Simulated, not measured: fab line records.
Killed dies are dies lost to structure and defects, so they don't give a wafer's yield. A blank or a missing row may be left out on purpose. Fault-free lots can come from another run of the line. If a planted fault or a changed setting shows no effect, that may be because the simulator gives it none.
The tool behind it: which one? / flow rit cmos / 45 wafers from 15 lots sampled at 3 of the route's 202 steps

== WHAT EACH GAUGE READ, for each wafer ==
RIT_NLDD_OVL_MEAS_06. Usual: for NLDD_OVL the level is -0.5 nm and the standard deviation is 1.5.
lot=L995; measured=day 3 02:02; on=overlay-02; NLDD_OVL (nm)=-0.4 -2.1 -2.9; flag=
lot=L996; measured=day 3 07:36; on=overlay-01; NLDD_OVL (nm)=-1.9 -2.4 -1.6; flag=
lot=L997; measured=day 3 13:57; on=overlay-02; NLDD_OVL (nm)=1.7 1.4 2.4; flag=
lot=L998; measured=day 3 19:09; on=overlay-02; NLDD_OVL (nm)=-1.8 -0.8 -1.2; flag=
lot=L100; measured=day 4 10:29; on=overlay-02; NLDD_OVL (nm)=0.9 -1.2 0.1; flag=
lot=L101; measured=day 4 13:07; on=overlay-01; NLDD_OVL (nm)=-3.7 -1.4 -2.1; flag=
lot=L102; measured=day 4 16:59; on=overlay-02; NLDD_OVL (nm)=-1.9 -2.0 -3.0; flag=
lot=L104; measured=day 5 00:03; on=overlay-01; NLDD_OVL (nm)=-0.7 -1.4 1.0; flag=
lot=L105; measured=day 5 06:13; on=overlay-02; NLDD_OVL (nm)=0.7 1.1 0.7; flag=
lot=L106; measured=day 5 10:37; on=overlay-02; NLDD_OVL (nm)=0.5 1.2 -0.7; flag=
lot=L107; measured=day 5 16:11; on=overlay-01; NLDD_OVL (nm)=-2.8 -1.9 -3.4; flag=
lot=L115; measured=day 7 00:48; on=overlay-02; NLDD_OVL (nm)=1.4 1.1 3.1; flag=
lot=L116; measured=day 7 05:25; on=overlay-02; NLDD_OVL (nm)=-1.8 -1.8 0.1; flag=
lot=L117; measured=day 7 13:12; on=overlay-01; NLDD_OVL (nm)=0.2 -0.1 -0.3; flag=
lot=L118; measured=day 7 19:04; on=overlay-01; NLDD_OVL (nm)=0.2 1.1 -1.0; flag=

RIT_PLDD_OVL_MEAS_06. Usual: for PLDD_OVL the level is 0.3 nm and the standard deviation is 1.5.
lot=L995; measured=day 3 03:35; on=overlay-02; PLDD_OVL (nm)=0.3 1.1 1.3; flag=
lot=L996; measured=day 3 09:10; on=overlay-01; PLDD_OVL (nm)=-2.3 -1.2 -0.7; flag=
lot=L997; measured=day 3 15:31; on=overlay-01; PLDD_OVL (nm)=0.6 0.2 1.6; flag=
lot=L998; measured=day 3 20:46; on=overlay-02; PLDD_OVL (nm)=0.6 -0.2 0.0; flag=
lot=L100; measured=day 4 11:54; on=overlay-02; PLDD_OVL (nm)=-0.8 -2.1 -0.2; flag=
lot=L101; measured=day 4 14:32; on=overlay-01; PLDD_OVL (nm)=-2.7 -2.1 -1.5; flag=
lot=L102; measured=day 4 18:24; on=overlay-01; PLDD_OVL (nm)=-0.9 -1.4 -0.3; flag=
lot=L104; measured=day 5 01:38; on=overlay-02; PLDD_OVL (nm)=-0.4 -0.6 -1.0; flag=
lot=L105; measured=day 5 07:55; on=overlay-01; PLDD_OVL (nm)=1.6 1.2 1.7; flag=
lot=L106; measured=day 5 12:02; on=overlay-02; PLDD_OVL (nm)=-0.4 3.1 0.6; flag=
lot=L107; measured=day 5 17:37; on=overlay-01; PLDD_OVL (nm)=1.8 0.5 0.2; flag=
lot=L115; measured=day 7 02:13; on=overlay-02; PLDD_OVL (nm)=0.7 -1.0 2.3; flag=
lot=L116; measured=day 7 06:50; on=overlay-01; PLDD_OVL (nm)=2.1 2.9 0.0; flag=
lot=L117; measured=day 7 14:57; on=overlay-02; PLDD_OVL (nm)=1.7 0.0 1.0; flag=
lot=L118; measured=day 7 20:37; on=overlay-02; PLDD_OVL (nm)=0.6 -0.1 -0.3; flag=

RIT_CONTACT_OVL_MEAS_09. Usual: for CONTACT_OVL the level is 0.0 nm and the standard deviation is 1.2.
lot=L995; measured=day 3 12:06; on=overlay-01; CONTACT_OVL (nm)=0.4 -1.5 0.2; flag=
lot=L996; measured=day 3 18:23; on=overlay-02; CONTACT_OVL (nm)=-1.7 0.0 -0.4; flag=
lot=L997; measured=day 4 00:13; on=overlay-02; CONTACT_OVL (nm)=-0.2 0.7 0.1; flag=
lot=L998; measured=day 4 05:38; on=overlay-01; CONTACT_OVL (nm)=-1.3 0.4 -0.1; flag=
lot=L100; measured=day 4 21:07; on=overlay-01; CONTACT_OVL (nm)=1.9 1.2 1.1; flag=
lot=L101; measured=day 4 23:58; on=overlay-02; CONTACT_OVL (nm)=0.3 2.4 3.5; flag=
lot=L102; measured=day 5 03:34; on=overlay-01; CONTACT_OVL (nm)=-1.8 -1.5 -0.1; flag=
lot=L104; measured=day 5 10:43; on=overlay-01; CONTACT_OVL (nm)=-0.7 -1.6 -1.8; flag=
lot=L105; measured=day 5 16:48; on=overlay-02; CONTACT_OVL (nm)=1.5 1.1 1.3; flag=
lot=L106; measured=day 5 21:19; on=overlay-02; CONTACT_OVL (nm)=0.4 0.1 1.5; flag=
lot=L107; measured=day 6 02:43; on=overlay-01; CONTACT_OVL (nm)=1.4 -0.6 0.1; flag=
lot=L115; measured=day 7 10:50; on=overlay-01; CONTACT_OVL (nm)=-2.5 -1.8 -3.2; flag=
lot=L116; measured=day 7 15:43; on=overlay-02; CONTACT_OVL (nm)=1.5 -0.5 0.7; flag=
lot=L117; measured=day 8 00:36; on=overlay-01; CONTACT_OVL (nm)=-0.8 0.4 0.7; flag=
lot=L118; measured=day 8 06:25; on=overlay-02; CONTACT_OVL (nm)=-0.5 0.4 1.8; flag=

== WHICH TOOL RAN EACH LOT (tool, then ch and the chambers of the sampled wafers, then the start) ==
The record holds no process step before these readings.

== AS READ BY THE TOOLS THEMSELVES (means over the sampled wafers that have a number; for cases with no such wafer, the mark the record gives instead) ==
The record holds no such reading with a usual standard deviation.

== THE ANSWER, worked out from the rows above alone ==
Rule: a lot is off if the mean of its wafers that have a number lies more than 3 standard deviations from the usual mean. A lot without any number at a reading at which 4 lots or more have one is off too. The other lots that the step has rows for count as sound. Order of review: gauges by route order, followed by the tools' own readings, for which a lot's mean as printed above is used. At the first step where some lot is off, the reading lying furthest off is the one used; lots without a number count as furthest.
None of the lots is off at any reading shown; this tells nothing.

== WHAT THE SIMULATOR HAD PUT IN ==
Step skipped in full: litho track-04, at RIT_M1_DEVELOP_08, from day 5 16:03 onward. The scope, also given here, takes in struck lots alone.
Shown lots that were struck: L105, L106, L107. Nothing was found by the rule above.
